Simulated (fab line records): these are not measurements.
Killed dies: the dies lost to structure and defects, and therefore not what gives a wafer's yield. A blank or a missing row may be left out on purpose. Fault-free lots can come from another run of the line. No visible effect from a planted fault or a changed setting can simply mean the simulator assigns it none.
fab line records ; flow berkeleyCmos170
[record] lots = 7; wafers = 21; lastDay = 11
route steps=331 shown ZERO@13 NWELL@14
lots with no fault: from the same line, run without faults
startH: the number of hours between the record's first day and the start of the first shown wafer of the lot ; waitH: how many hours have passed since the lot's step before this one ; " as in the row above ; L1.1+2: a single row standing in for several wafers ; - value missing, or start not given ; * or withheld: withheld ; < > ~ a bound
route shown NAME@n: a module of which the file shows steps, and the number in the route of the first ; usual: mean and standard deviation over wafers with no fault ; same: alike in all rows ; chamber/n: place in a boat ; sites: per-site readings ; _std_site: the standard deviation of these ; _edge_site: the outer-site mean with the inner-site mean subtracted ; radiusMm: how far each site lies from the wafer's centre ; mask NAME#n: copy n ; behind: the last tool/chamber to shape the wafer ; hold: what put the lot on hold/how long, in hours/how the hold closed ; device: which transistor (n, p or np) failed to switch ; end of line: at the end of the route, the tests of the same wafers ; step lacking rows: just its recipe ; killed: the dies lost at the first sort to structure and to defects; this is not the yield of the wafer ; map: a wafer's dies, marking killed ones x, the rest . and places with no die _
set.NAME: the setting the step ran with; set.NAME@STEP: the setting that earlier step ran with ; model.NAME: the simulator's own value behind a step, which no gauge read
lots at selected steps of the route; one table per step, one row per wafer
services: the hour from which a tool's chamber was out of use, counted from the record's first day as startH (under 0 if before that day), plus the number of hours and why
[[steps]]
[step UCB170_ZERO_STRIP_07]
[recipe] chemistry = O2; powerW = 400; pressureMtorr = 3500; platenTempC = withheld; o2FlowSccm = 400; overashFraction = 0.5
[usual] drypumpMotorCurrentA = 5.9/0.39; o2FlowSccm = 400.1/1.2; oesProductAu = 0.727/0.0045; stripTimeToEndpointS = 21.47/0.045
lot.wafer;tool;chamber;startH;waitH;drypumpMotorCurrentA;o2FlowSccm;oesProductAu;rfHoursCounterH;stripTimeToEndpointS
L490.2;plasmaAsher-03;0;17.44;0.0;6.0;400.8;0.730;29;21.52
L490.3;plasmaAsher-03;1;17.44;0.0;6.4;398.2;0.730;-;21.49
L490.4;plasmaAsher-03;0;17.44;0.0;6.0;398.4;0.722;-;21.44
L494.1;plasmaAsher-03;0;44.34;0.0;6.0;400.1;0.727;32;21.47
L494.3;plasmaAsher-03;0;44.34;0.0;6.0;402.1;0.727;-;21.50
L494.6;plasmaAsher-03;1;44.34;0.0;6.4;397.4;0.724;-;21.45
L499.2;plasmaAsher-04;1;68.07;0.0;6.1;401.6;0.726;29;21.50
L499.3;plasmaAsher-04;0;68.07;0.0;5.6;400.2;0.734;-;21.40
L499.5;plasmaAsher-04;1;68.07;0.0;6.1;401.1;0.730;-;21.42
L503.2;plasmaAsher-04;0;87.84;0.0;5.6;400.5;0.728;31;21.47
L503.3;plasmaAsher-04;1;87.84;0.0;6.1;398.7;0.728;-;21.47
L503.6;plasmaAsher-04;0;87.84;0.0;5.7;401.5;0.730;-;21.49
L504.2;plasmaAsher-03;0;92.29;0.0;6.0;400.2;0.726;37;21.43
L504.3;plasmaAsher-03;0;92.29;0.0;6.0;402.1;0.727;-;21.47
L504.4;plasmaAsher-03;1;92.29;0.0;6.4;398.6;0.727;-;21.46
L505.3;plasmaAsher-03;1;92.44;0.0;6.5;400.3;0.724;-;21.46
L505.4;plasmaAsher-03;0;92.44;0.0;6.0;399.8;0.729;-;21.37
L505.5;plasmaAsher-03;1;92.44;0.0;6.5;399.1;0.730;-;21.57
L513.1;plasmaAsher-03;1;132.61;0.0;6.4;400.1;0.725;43;21.44
L513.2;plasmaAsher-03;0;132.61;0.0;6.0;400.3;0.731;43;21.48
L513.3;plasmaAsher-03;1;132.61;0.0;6.4;400.9;0.723;-;21.47
[step UCB170_NWELL_WET_ETCH_00]
[recipe] chemistry = dHF; dilution = 25:1; target = SiO2; tempC = 25; timeS = 200
[step UCB170_NWELL_OXIDATION_01]
[recipe] tempC = 1000; ambient = O2; targetThkA = 264; oxTimeS = 1260
[step UCB170_NWELL_THK_MEAS_02]
[recipe] reads = SiO2_of_NWELL_OXIDATION_01
[usual] NWELL_OXIDE_THK = 26.6/0.45
lot.wafer;tool;chamber;startH;waitH;NWELL_OXIDE_THK[nm]
L490.2;filmMetro-01;-;19.44;0.0;25.9
L490.3;filmMetro-01;-;19.44;0.0;26.0
L490.4;filmMetro-01;-;19.44;0.0;25.8
L494.1;filmMetro-02;-;50.51;0.0;27.0
L494.3;filmMetro-02;-;50.51;0.0;26.8
L494.6;filmMetro-02;-;50.51;0.0;26.8
L499.2;filmMetro-02;-;72.30;0.0;26.6
L499.3;filmMetro-02;-;72.30;0.0;26.5
L499.5;filmMetro-02;-;72.30;0.0;26.5
L503.2;filmMetro-01;-;93.07;0.0;26.8
L503.3;filmMetro-01;-;93.07;0.0;26.6
L503.6;filmMetro-01;-;93.07;0.0;26.8
L504.2;filmMetro-03;-;97.28;0.0;26.1
L504.3;filmMetro-03;-;97.28;0.0;26.6
L504.4;filmMetro-03;-;97.28;0.0;26.6
L505.3;filmMetro-02;-;97.34;0.1;26.6
L505.4;filmMetro-02;-;97.34;0.1;27.1
L505.5;filmMetro-02;-;97.34;0.1;27.3
L513.1;filmMetro-03;-;137.34;0.0;26.3
L513.2;filmMetro-03;-;137.34;0.0;26.4
L513.3;filmMetro-03;-;137.34;0.0;26.0
[step UCB170_NWELL_ANNEAL_03]
[recipe] tempC = 1000; timeS = 900; ambient = N2
[step UCB170_NWELL_CVD_04]
[recipe] material = Si3N4; targetThkNm = 224; tempC = 800; precursor = SiH2Cl2/NH3; timeS = 3360; pressureMtorr = 200; sih2cl2FlowSccm = 25; nh3FlowSccm = 75
[step UCB170_NWELL_THK_MEAS_05]
[recipe] reads = Si3N4_of_NWELL_CVD_04
[usual] NWELL_NITRIDE_THK = 223.1/1.7
lot.wafer;tool;chamber;startH;waitH;NWELL_NITRIDE_THK[nm]
L490.2;filmMetro-03;-;25.45;0.0;224.2
L490.3;filmMetro-03;-;25.45;0.0;221.3
L490.4;filmMetro-03;-;25.45;0.0;222.9
L494.1;filmMetro-03;-;57.48;0.0;223.3
L494.3;filmMetro-03;-;57.48;0.0;223.2
L494.6;filmMetro-03;-;57.48;0.0;223.0
L499.2;filmMetro-03;-;79.65;0.0;220.7
L499.3;filmMetro-03;-;79.65;0.0;223.2
L499.5;filmMetro-03;-;79.65;0.0;220.7
L503.2;filmMetro-01;-;100.44;0.0;222.2
L503.3;filmMetro-01;-;100.44;0.0;222.8
L503.6;filmMetro-01;-;100.44;0.0;223.2
L504.2;filmMetro-02;-;102.58;0.0;224.7
L504.3;filmMetro-02;-;102.58;0.0;223.9
L504.4;filmMetro-02;-;102.58;0.0;224.9
L505.3;filmMetro-02;-;102.65;0.1;224.6
L505.4;filmMetro-02;-;102.65;0.1;225.0
L505.5;filmMetro-02;-;102.65;0.1;223.8
L513.1;filmMetro-03;-;143.27;0.0;221.0
L513.2;filmMetro-03;-;143.27;0.0;220.2
L513.3;filmMetro-03;-;143.27;0.0;221.2
[step UCB170_NWELL_HMDS_06]
[recipe] primeTimeS = 60; primeTempC = 100
[step UCB170_NWELL_COAT_07]
[recipe] resist = KrF; spinRpm = 1500; resistThkNm = 900
[step UCB170_NWELL_SOFTBAKE_08]
[recipe] resist = KrF; tempC = 130; timeS = 60
[step UCB170_NWELL_EXPOSE_09]
[recipe] maskId = NWELL; targetCdNm = 3000; na = 0.5; sigmaOuter = 0.6; sourceShape = conventional; doseMj = 25
[step UCB170_NWELL_PEB_10]
[recipe] pebTempC = 130; pebTimeS = withheld; resist = KrF
[step UCB170_NWELL_DEVELOP_11]
[recipe] developer = TMAH; developTimeS = 45; resist = KrF; devTempC = 21
[usual] developerTempC = 21.00/0.11
lot.wafer;tool;chamber;startH;waitH;developerTempC
L490.2;lithoTrack-04;0;26;-;21.14
L490.3;lithoTrack-04;0;26;-;21.16
L490.4;lithoTrack-04;0;26;-;21.13
L494.1;lithoTrack-01;0;58;-;21.03
L494.3;lithoTrack-01;0;58;-;21.05
L494.6;lithoTrack-01;0;58;-;21.06
L499.2;lithoTrack-01;0;80;-;21.03
L499.3;lithoTrack-01;0;80;-;20.96
L499.5;lithoTrack-01;0;80;-;21.06
L503.2;lithoTrack-04;0;101;-;21.02
L503.3;lithoTrack-04;0;101;-;20.95
L503.6;lithoTrack-04;0;101;-;20.93
L504.2;lithoTrack-01;0;103;-;20.90
L504.3;lithoTrack-01;0;103;-;20.84
L504.4;lithoTrack-01;0;103;-;20.78
L505.3;lithoTrack-01;0;103;-;21.11
L505.4;lithoTrack-01;0;103;-;20.98
L505.5;lithoTrack-01;0;103;-;20.97
L513.1;lithoTrack-04;0;144;-;21.01
L513.2;lithoTrack-04;0;144;-;21.15
L513.3;lithoTrack-04;0;144;-;21.06
[step UCB170_NWELL_OVL_MEAS_12]
[usual] NWELL_OVL = 2/6
lot.wafer;tool;chamber;startH;waitH;NWELL_OVL[nm]
L490.2;overlay-02;-;26.69;-;8
L490.3;overlay-02;-;26.69;-;5
L490.4;overlay-02;-;26.69;-;5
L494.1;overlay-02;-;58.80;-;11
L494.3;overlay-02;-;58.80;-;4
L494.6;overlay-02;-;58.80;-;7
L499.2;overlay-02;-;80.55;-;0
L499.3;overlay-02;-;80.55;-;3
L499.5;overlay-02;-;80.55;-;-1
L503.2;overlay-02;-;101.43;-;9
L503.3;overlay-02;-;101.43;-;2
L503.6;overlay-02;-;101.43;-;10
L504.2;overlay-02;-;103.63;-;-5
L504.3;overlay-02;-;103.63;-;-7
L504.4;overlay-02;-;103.63;-;-2
L505.3;overlay-02;-;103.92;-;2
L505.4;overlay-02;-;103.92;-;5
L505.5;overlay-02;-;103.92;-;-1
L513.1;overlay-01;-;144.18;-;-1
L513.2;overlay-01;-;144.18;-;1
L513.3;overlay-01;-;144.18;-;1
[step UCB170_NWELL_ETCH_13]
[recipe] chemistry = CH3F/Ar/O2; target = Si3N4; stopOn = SiO2; CH3F_flow_sccm = 20; Ar_flow_sccm = 50; O2_flow_sccm = 7; pressureMtorr = 50; rfW = 450; targetDepthA = 2464; overEtchFrac = 0.1; timeS = 154
[usual] O2_flow_sccm = 6.999/0.022; drypumpMotorCurrentA = 5.6/0.49; oesProductAu = 0.943/0.013; throttleValvePct = 8.09/0.11
lot.wafer;tool;chamber;startH;waitH;O2_flow_sccm;drypumpMotorCurrentA;oesProductAu;rfHoursCounterH;throttleValvePct
L490.2;rieDiel-04;0;26.72;0.0;6.998;5.7;0.937;151;7.98
L490.3;rieDiel-04;3;26.72;0.0;7.028;6.0;0.961;28;8.12
L490.4;rieDiel-04;2;26.72;0.0;6.989;5.0;0.946;165;8.05
L494.1;rieDiel-03;3;58.84;0.0;6.979;5.3;0.933;145;8.07
L494.3;rieDiel-03;1;58.84;0.0;7.014;6.3;0.947;45;8.08
L494.6;rieDiel-03;1;58.84;0.0;7.005;6.3;0.955;-;8.08
L499.2;rieDiel-03;1;80.58;0.0;7.007;6.4;0.946;46;8.08
L499.3;rieDiel-03;0;80.58;0.0;6.988;5.6;0.935;135;8.29
L499.5;rieDiel-03;1;80.58;0.0;7.015;6.4;0.937;-;8.09
L503.2;rieDiel-04;3;101.46;0.0;6.977;6.0;0.956;31;8.11
L503.3;rieDiel-04;1;101.46;0.0;6.995;5.6;0.920;116;8.05
L503.6;rieDiel-04;1;101.46;0.0;7.008;5.5;0.936;-;8.05
L504.2;rieDiel-02;0;103.66;0.0;7.001;5.2;0.948;14;7.98
L504.3;rieDiel-02;3;103.66;0.0;7.018;6.6;0.937;35;7.98
L504.4;rieDiel-02;3;103.66;0.0;7.006;6.6;0.941;-;7.98
L505.3;rieDiel-04;1;103.94;0.0;7.023;5.5;0.932;116;8.06
L505.4;rieDiel-04;0;103.94;0.0;6.942;5.7;0.939;154;7.97
L505.5;rieDiel-04;1;103.94;0.0;6.975;5.6;0.923;-;8.04
L513.1;rieDiel-04;1;144.21;0.0;7.017;5.6;0.925;118;8.04
L513.2;rieDiel-04;0;144.21;0.0;6.956;5.6;0.929;155;7.97
L513.3;rieDiel-04;2;144.21;0.0;7.007;5.1;0.957;2;8.04
[step UCB170_NWELL_IMPLANT_14]
[recipe] species = P; doseCm2 = 1e+13; energyKev = 150; tiltDeg = 7
[step UCB170_NWELL_STRIP_15]
[recipe] chemistry = O2; powerW = 400; pressureMtorr = 3500; platenTempC = withheld; o2FlowSccm = 400; overashFraction = 0.5
[usual] drypumpMotorCurrentA = 5.8/0.55; o2FlowSccm = 400.1/1.2; oesProductAu = 0.721/0.0044; stripTimeToEndpointS = 17.98/0.1
lot.wafer;tool;chamber;startH;waitH;drypumpMotorCurrentA;o2FlowSccm;oesProductAu;rfHoursCounterH;stripTimeToEndpointS
L490.2;plasmaAsher-02;1;26.97;0.1;6.0;399.3;0.722;30;18.03
L490.3;plasmaAsher-02;1;26.97;0.1;6.0;401.2;0.726;-;17.96
L490.4;plasmaAsher-02;0;26.97;0.1;4.8;398.6;0.725;-;18.12
L494.1;plasmaAsher-03;0;59.09;0.1;6.0;400.2;0.716;34;17.74
L494.3;plasmaAsher-03;1;59.09;0.1;6.4;400.5;0.724;-;17.74
L494.6;plasmaAsher-03;1;59.09;0.1;6.4;400.1;0.717;-;17.76
L499.2;plasmaAsher-02;1;80.83;0.1;6.0;401.4;0.727;34;17.87
L499.3;plasmaAsher-02;0;80.83;0.1;4.8;400.9;0.721;-;17.96
L499.5;plasmaAsher-02;1;80.83;0.1;6.0;400.7;0.729;-;17.92
L503.2;plasmaAsher-02;0;101.71;0.1;4.8;400.6;0.722;36;18.03
L503.3;plasmaAsher-02;0;101.71;0.1;4.8;399.7;0.718;-;17.97
L503.6;plasmaAsher-02;1;101.71;0.1;6.0;399.9;0.716;-;17.94
L504.2;plasmaAsher-03;0;103.92;0.1;6.0;400.2;0.718;39;17.95
L504.3;plasmaAsher-03;1;103.92;0.1;6.4;398.5;0.722;-;17.85
L504.4;plasmaAsher-03;0;103.92;0.1;6.0;401.4;0.722;-;17.90
L505.3;plasmaAsher-02;0;104.22;0.1;4.8;400.0;0.726;-;17.84
L505.4;plasmaAsher-02;1;104.22;0.1;6.0;399.9;0.731;-;17.99
L505.5;plasmaAsher-02;1;104.22;0.1;6.0;399.9;0.720;-;17.92
L513.1;plasmaAsher-02;0;144.46;0.1;4.8;400.5;0.727;42;17.95
L513.2;plasmaAsher-02;1;144.46;0.1;6.0;399.9;0.725;42;18.00
L513.3;plasmaAsher-02;0;144.46;0.1;4.8;400.8;0.717;-;18.00
[step UCB170_NWELL_TW_MEAS_16]
[usual] NWELL_TW = 1254/6.2
lot.wafer;tool;chamber;startH;waitH;NWELL_TW
L490.2;filmMetro-02;-;27.08;0.1;1256
L490.3;filmMetro-02;-;27.08;0.1;1253
L490.4;filmMetro-02;-;27.08;0.1;1259
L494.1;filmMetro-02;-;59.19;0.1;1266
L494.3;filmMetro-02;-;59.19;0.1;1268
L494.6;filmMetro-02;-;59.19;0.1;1257
L499.2;filmMetro-01;-;80.94;0.1;427
L499.3;filmMetro-01;-;80.94;0.1;412
L499.5;filmMetro-01;-;80.94;0.1;420
L503.2;filmMetro-01;-;101.82;0.1;1260
L503.3;filmMetro-01;-;101.82;0.1;1267
L503.6;filmMetro-01;-;101.82;0.1;1260
L504.2;filmMetro-01;-;104.03;0.1;418
L504.3;filmMetro-01;-;104.03;0.1;432
L504.4;filmMetro-01;-;104.03;0.1;426
L505.3;filmMetro-03;-;104.31;0.1;428
L505.4;filmMetro-03;-;104.31;0.1;404
L505.5;filmMetro-03;-;104.31;0.1;420
L513.1;filmMetro-01;-;144.56;0.1;1257
L513.2;filmMetro-01;-;144.56;0.1;1267
L513.3;filmMetro-01;-;144.56;0.1;1259
[step UCB170_NWELL_CLEAN_17]
[recipe] chemistry = SPM; tempC = 120; timeS = 600
[[services]]
tool;chamber;startH;hours;kind
rieDiel-03;2;5.48;1.6;repair
plasmaAsher-02;-;9.12;3.5;repair
rieDiel-03;0;34.16;10.7;repair
rieDiel-02;1;41.43;12.8;repair
rieDiel-04;0;44.69;3.9;repair
plasmaAsher-02;-;45.27;14.6;pm
rieDiel-04;2;52.27;18.4;repair
rieDiel-03;-;59.38;0.6;repair
rieDiel-04;2;74.73;-;clean
rieDiel-04;2;74.73;28.7;scheduledDown
rieDiel-04;2;74.73;28.7;ventCycle
plasmaAsher-04;-;83.46;1.4;repair
rieDiel-02;1;100.19;5.9;repair
rieDiel-02;1;106.06;-;clean
rieDiel-02;1;106.06;32.2;scheduledDown
rieDiel-02;1;106.06;32.2;ventCycle
rieDiel-03;-;118.40;2.8;pm
rieDiel-02;2;136.22;121.8;repair
rieDiel-04;3;142.27;6.8;repair
[[key]]
[firstSign] step = UCB170_NWELL_TW_MEAS_16; reading = NWELL_TW; direction = down; sigmas = 99+; usual = 1254; struck = 421
effect none on later readings
metAt UCB170_NWELL_DEVELOP_11
struckWafers L499.2,L499.3,L499.5,L504.2,L504.3,L504.4,L505.3,L505.4,L505.5
laterRowsLeftOut L499.2,L499.3,L499.5,L504.2,L504.3,L504.4,L505.3,L505.4,L505.5
sortLeftOut L499.2,L499.3,L499.5,L504.2,L504.3,L504.4,L505.3,L505.4,L505.5
testerLeftOut L499,L504,L505
onsetBetween 58 80
[fault] kind = processParameterDrift; tool = lithoTrack-01; chamber = -; onsetH = 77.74; steps = UCB170_NWELL_DEVELOP_11; channel = developTimeS; offset = *; shape = step; endH = 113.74; actsIn = *; stated = *
// testerLeftOut: of these lots the tester's yield and bins aren't shown, on N5 and GAA mostly nor the transistor test; their killed dies are dies lost to structure and defects alone, not to doping, threshold or leakage, so they don't give the yield
// sortLeftOut: the simulated sort isn't trusted on such a fault, so these wafers' sort isn't shown, and their yield isn't known
// laterRowsLeftOut: the simulator's readings of these wafers behind a module that went badly wrong aren't trusted and aren't shown, but for the sort
